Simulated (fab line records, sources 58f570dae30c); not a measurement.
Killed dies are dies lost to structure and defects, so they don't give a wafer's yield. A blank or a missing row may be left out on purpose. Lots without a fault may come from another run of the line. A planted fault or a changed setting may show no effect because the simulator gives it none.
Tool commonality check | flow berkeley_cmos170 | 13 lots, 39 wafers sampled

WHY IT WAS OPENED
At UCB170_ACTIVE_THK_MEAS_06 the reading ACTIVE_NITRIDE_THK is flagged on 1 of 13 lots. Wafers without a fault read 219.5 nm, standard deviation 1.8.
Rule: a lot is flagged when every wafer of it that has a number lies more than 4 standard deviations from that mean, or none has a number. The other lots count as sound.

lot  | measured    | on            | ACTIVE_NITRIDE_THK (nm), wafer by wafer | flag
L461 | day 3 20:50 | film_metro-03 | 219.1 218.9 216.7                       |
L463 | day 4 07:28 | film_metro-03 | 219.7 220.1 218.6                       |
L462 | day 4 07:28 | film_metro-04 | 222.6 220.3 220.5                       |
L464 | day 4 15:57 | film_metro-03 | 216.9 214.7 215.1                       |
L465 | day 4 21:49 | film_metro-02 | 218.4 217.6 217.0                       |
L466 | day 5 04:45 | film_metro-04 | 221.4 222.3 222.9                       |
L467 | day 5 04:47 | film_metro-02 | 218.4 219.5 218.8                       |
L470 | day 5 17:01 | film_metro-04 | 221.7 221.4 221.7                       |
L469 | day 5 17:02 | film_metro-02 | 218.1 216.9 219.5                       |
L472 | day 6 09:32 | film_metro-04 | 208.7 206.7 208.5                       | FLAGGED
L482 | day 8 06:17 | film_metro-02 | 219.6 220.9 218.3                       |
L480 | day 8 06:17 | film_metro-04 | 218.2 217.8 217.3                       |
L481 | day 8 06:17 | film_metro-03 | 218.5 218.4 219.1                       |
The numbers of the flagged lots are 208.0 nm on average: -11.5 nm against the usual, or -6 standard deviations.

WHICH TOOL RAN EACH LOT
The record holds 1 process step before the reading, out of a route of 331 steps. In each cell: the tool, then ch and the chambers that the sampled wafers went through, then the start.
lot  | flag    | UCB170_ACTIVE_CVD_05
L461 |         | lpcvd-02 ch 0, day 3 18:55
L463 |         | lpcvd-02 ch 1, day 4 05:32
L462 |         | lpcvd-02 ch 1, day 4 05:32
L464 |         | lpcvd-02 ch 1, day 4 14:02
L465 |         | lpcvd-01 ch 1, day 4 19:53
L466 |         | lpcvd-02 ch 1, day 5 02:50
L467 |         | lpcvd-02 ch 1, day 5 02:50
L470 |         | lpcvd-01 ch 0, day 5 15:02
L469 |         | lpcvd-01 ch 0, day 5 15:02
L472 | FLAGGED | lpcvd-01 ch 0, day 6 07:37
L482 |         | lpcvd-02 ch 0, day 8 04:22
L480 |         | lpcvd-02 ch 0, day 8 04:22
L481 |         | lpcvd-02 ch 0, day 8 04:22
What these steps do:
- UCB170_ACTIVE_CVD_05: deposits Si3N4 from SiH2Cl2/NH3, target thk 220 nm, time 3300 s.
- UCB170_ACTIVE_THK_MEAS_06

FLAGGED OVER TOTAL, TOOL BY TOOL (the gauges that took the reading come last)
step                      | tool          | lots run | flagged | share of the flagged lots | sound lots run after its first flagged lot
UCB170_ACTIVE_CVD_05      | lpcvd-01      | 4        | 1       | all                       | 0
UCB170_ACTIVE_CVD_05      | lpcvd-02      | 9        | 0       | none                      | -
UCB170_ACTIVE_THK_MEAS_06 | film_metro-02 | 4        | 0       | none                      | -
UCB170_ACTIVE_THK_MEAS_06 | film_metro-03 | 4        | 0       | none                      | -
UCB170_ACTIVE_THK_MEAS_06 | film_metro-04 | 5        | 1       | all                       | 1 (L480)

WHAT THE TABLE ALLOWS
2 rows of the table ran every flagged lot: lpcvd-01 at UCB170_ACTIVE_CVD_05, film_metro-04 at UCB170_ACTIVE_THK_MEAS_06.
- lpcvd-01 at UCB170_ACTIVE_CVD_05: 1 of its 4 lots flagged. Its last sound lot is L469 (day 5 15:02), its first flagged lot L472 (day 6 07:37): a fault that began between those two fits.
- film_metro-04 at UCB170_ACTIVE_THK_MEAS_06: 1 of its 5 lots flagged. Sound lots ran on it after the first flagged one (L480), which a lasting fault on the whole tool wouldn't allow.
One tool is left: lpcvd-01 at UCB170_ACTIVE_CVD_05.

WHAT THE SIMULATOR HAD PUT IN
Process parameter drift: lpcvd-01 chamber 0, from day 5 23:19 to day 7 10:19, at UCB170_ACTIVE_CVD_05. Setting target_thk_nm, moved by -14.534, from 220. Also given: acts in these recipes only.
Lots struck among those shown: L472. The rule above found the same.
